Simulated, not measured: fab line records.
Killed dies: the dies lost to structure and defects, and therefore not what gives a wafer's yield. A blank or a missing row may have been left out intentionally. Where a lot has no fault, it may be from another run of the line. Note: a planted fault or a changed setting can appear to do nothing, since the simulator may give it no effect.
Matching of chambers :: flow rit-cmos :: rie-diel-01 running RIT_SPACER_ETCHBACK_05: 4 sister chambers
The step etches Si3N4 in SF6/CHF3, stops on SiO2, target depth 250 nm, time 240 s. 8 wafers are shown with their chamber, then 7 later ones without.

## EACH WAFER AND ITS CHAMBER
wafer: L925.6
chamber: 0
throttle-valve-pct (%): 10.51
drypump-motor-current-A (A): 5.7

wafer: L926.2
chamber: 3
throttle-valve-pct (%): 9.99
drypump-motor-current-A (A): 6.0

wafer: L926.3
chamber: 0
throttle-valve-pct (%): 10.50
drypump-motor-current-A (A): 5.8

wafer: L927.1
chamber: 1
throttle-valve-pct (%): 10.31
drypump-motor-current-A (A): 5.4

wafer: L927.2
chamber: 2
throttle-valve-pct (%): 10.11
drypump-motor-current-A (A): 6.3

wafer: L927.4
chamber: 3
throttle-valve-pct (%): 10.01
drypump-motor-current-A (A): 6.0

wafer: L933.1
chamber: 2
throttle-valve-pct (%): 10.11
drypump-motor-current-A (A): 6.4

wafer: L933.5
chamber: 1
throttle-valve-pct (%): 10.30
drypump-motor-current-A (A): 5.5

## WAFERS WITHOUT THEIR CHAMBER
wafer: L933.6
throttle-valve-pct (%): 10.49
drypump-motor-current-A (A): 5.7

wafer: L939.1
throttle-valve-pct (%): 10.10
drypump-motor-current-A (A): 6.3

wafer: L939.5
throttle-valve-pct (%): 10.34
drypump-motor-current-A (A): 5.4

wafer: L939.6
throttle-valve-pct (%): 10.53
drypump-motor-current-A (A): 5.7

wafer: L943.3
throttle-valve-pct (%): 10.32
drypump-motor-current-A (A): 5.5

wafer: L943.4
throttle-valve-pct (%): 10.00
drypump-motor-current-A (A): 6.0

wafer: L943.5
throttle-valve-pct (%): 10.01
drypump-motor-current-A (A): 6.0

## EACH ONE'S CHAMBER
wafer: L933.6
from the rows above: 0
in truth: 0

wafer: L939.1
from the rows above: 2
in truth: 2

wafer: L939.5
from the rows above: 1
in truth: 1

wafer: L939.6
from the rows above: 0
in truth: 0

wafer: L943.3
from the rows above: 1
in truth: 1

wafer: L943.4
from the rows above: 3
in truth: 3

wafer: L943.5
from the rows above: 3
in truth: 3
Correctly placed: 7 of 7. Not placeable from these rows: 0. Wrongly placed: 0.
How it was worked out, from the rows above alone: a wafer's distance from a chamber is the root of the sum, over the readings, of the square of ((its reading less the chamber's mean) divided by the reading's scatter). If the next closest chamber is less than 2 further off than the closest, the wafer can't be placed; otherwise it belongs to the closest. A chamber's mean is the mean of its shown wafers. How the scatter is found: for the shown wafers, subtract from each reading the mean of its chamber, square and add these, divide the total by (wafers less chambers), then take the root.
